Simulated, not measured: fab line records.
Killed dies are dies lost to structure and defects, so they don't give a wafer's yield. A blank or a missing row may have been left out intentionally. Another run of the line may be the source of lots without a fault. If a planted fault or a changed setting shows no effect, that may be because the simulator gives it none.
Which tool is to blame? | flow berkeley_cmos170 | 42 wafers from 14 lots sampled at 2 of the route's 331 steps

== WHAT EACH GAUGE READ, for each wafer ==
UCB170_V1_THK_MEAS_01.
lot  | measured     | on            | V1_TEOS_THK (nm)
L361 | day 8 17:47  | film_metro-03 | 1979 1985 1998
L362 | day 9 04:40  | film_metro-04 | 1982 2010 2021
L367 | day 9 20:29  | film_metro-01 | 1922 1955 1915
L366 | day 9 21:51  | film_metro-03 | 1999 2013 2026
L365 | day 9 23:09  | film_metro-01 | 1987 1970 2004
L369 | day 10 04:43 | film_metro-03 | 1955 1940 2001
L368 | day 10 06:22 | film_metro-01 | 1998 1994 2030
L372 | day 10 19:50 | film_metro-01 | 2004 2006 2035
L373 | day 11 07:26 | film_metro-04 | 2007 2021 2037
L375 | day 11 21:32 | film_metro-03 | 1978 1904 1979
L377 | day 12 06:53 | film_metro-03 | 1935 1990 2036
L380 | day 12 23:39 | film_metro-04 | 1997 2035 2057
L382 | day 13 18:10 | film_metro-03 | 1980 2017 2040
L384 | day 13 20:50 | film_metro-01 | 1965 1963 1988

== WHAT TOOL EACH LOT RAN ON (gives the tool, then ch and the chambers of the sampled wafers, and finally the start) ==
lot  | UCB170_V1_CVD_00
L361 | pecvd-03 ch 0,1,2, day 8 17:38
L362 | pecvd-03 ch 0,1, day 9 04:29
L367 | pecvd-03 ch 0,1,2, day 9 20:20
L366 | pecvd-02 ch 0,1,2, day 9 21:44
L365 | pecvd-02 ch 1,2, day 9 23:00
L369 | pecvd-03 ch 0,1, day 10 04:34
L368 | pecvd-01 ch 0,1,2, day 10 06:11
L372 | pecvd-02 ch 0,1,2, day 10 19:40
L373 | pecvd-03 ch 2, day 11 07:12
L375 | pecvd-03 ch 0,2, day 11 21:22
L377 | pecvd-03 ch 0,2, day 12 06:44
L380 | pecvd-01 ch 0,1, day 12 23:26
L382 | pecvd-02 ch 1,2, day 13 18:01
L384 | pecvd-02 ch 1,2, day 13 20:40
- UCB170_V1_CVD_00: deposits SiO2 from TEOS/O2, target thk 2000 nm, time 250 s.

== AS READ BY THE TOOLS THEMSELVES (means over the sampled wafers that have a number; for cases with no such wafer, the mark the record gives instead) ==
UCB170_V1_CVD_00.
lot  | tool     | heater_power_w (W) | rf_fwd_power_W (W)
L361 | pecvd-03 | 222                | 548.6
L362 | pecvd-03 | 225                | 549.5
L367 | pecvd-03 | 250                | 550.0
L366 | pecvd-02 | 229                | 548.1
L365 | pecvd-02 | 261                | 545.8
L369 | pecvd-03 | 239                | 549.5
L368 | pecvd-01 | 294                | 547.7
L372 | pecvd-02 | 245                | 547.7
L373 | pecvd-03 | 280                | 547.8
L375 | pecvd-03 | 267                | 528.0
L377 | pecvd-03 | 266                | 527.6
L380 | pecvd-01 | 249                | 546.8
L382 | pecvd-02 | 264                | 550.0
L384 | pecvd-02 | 283                | 547.6

== THE ANSWER, worked out from the rows above alone ==
Rule: the lots themselves supply what counts as usual. The widest of any qualifying gaps counts: lots, ordered by their means at a reading, are off when they make up no more than a third of the lots, leave a main group of 4 or more, and stand apart from it by 3 or more times the standard deviation of that group's means. A main group whose means are all the same, to the digits that the tables above print for the reading, isn't used. Also off: a lot with no number at a reading for which 4 or more lots have one. Where the step has rows for the other lots, those lots are counted as sound. Order of review: gauges by route order, followed by the tools' own readings, for which a lot's mean as printed above is used. The first step at which some lot is off is used, and at that step the reading that is off furthest; a lot without a number counts as furthest.
Off: L375, L377 (UCB170_V1_CVD_00, rf_fwd_power_W). Main group: mean 548.3 W, sd 1.2.
If a tool, at that step or one of the process steps before it, ran each lot that is off and ran no sound lot following the first of them, it fits. One fits: UCB170_V1_CVD_00 on pecvd-03. Its last sound lot is L373 (day 11 07:12), its first lot that is off L375 (day 11 21:22): a fault that began between those two fits.
On the lots that are off, the tool's own readings at UCB170_V1_CVD_00 differ by more than 5 times the standard deviation of the sound lots' means, which bears it out; rf_fwd_power_W reads 527.8 W there versus 548.3 W on the sound lots.

== WHAT THE SIMULATOR PUT IN ==
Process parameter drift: pecvd-03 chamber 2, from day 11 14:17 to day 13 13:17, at UCB170_V1_CVD_00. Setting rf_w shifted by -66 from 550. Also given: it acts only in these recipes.
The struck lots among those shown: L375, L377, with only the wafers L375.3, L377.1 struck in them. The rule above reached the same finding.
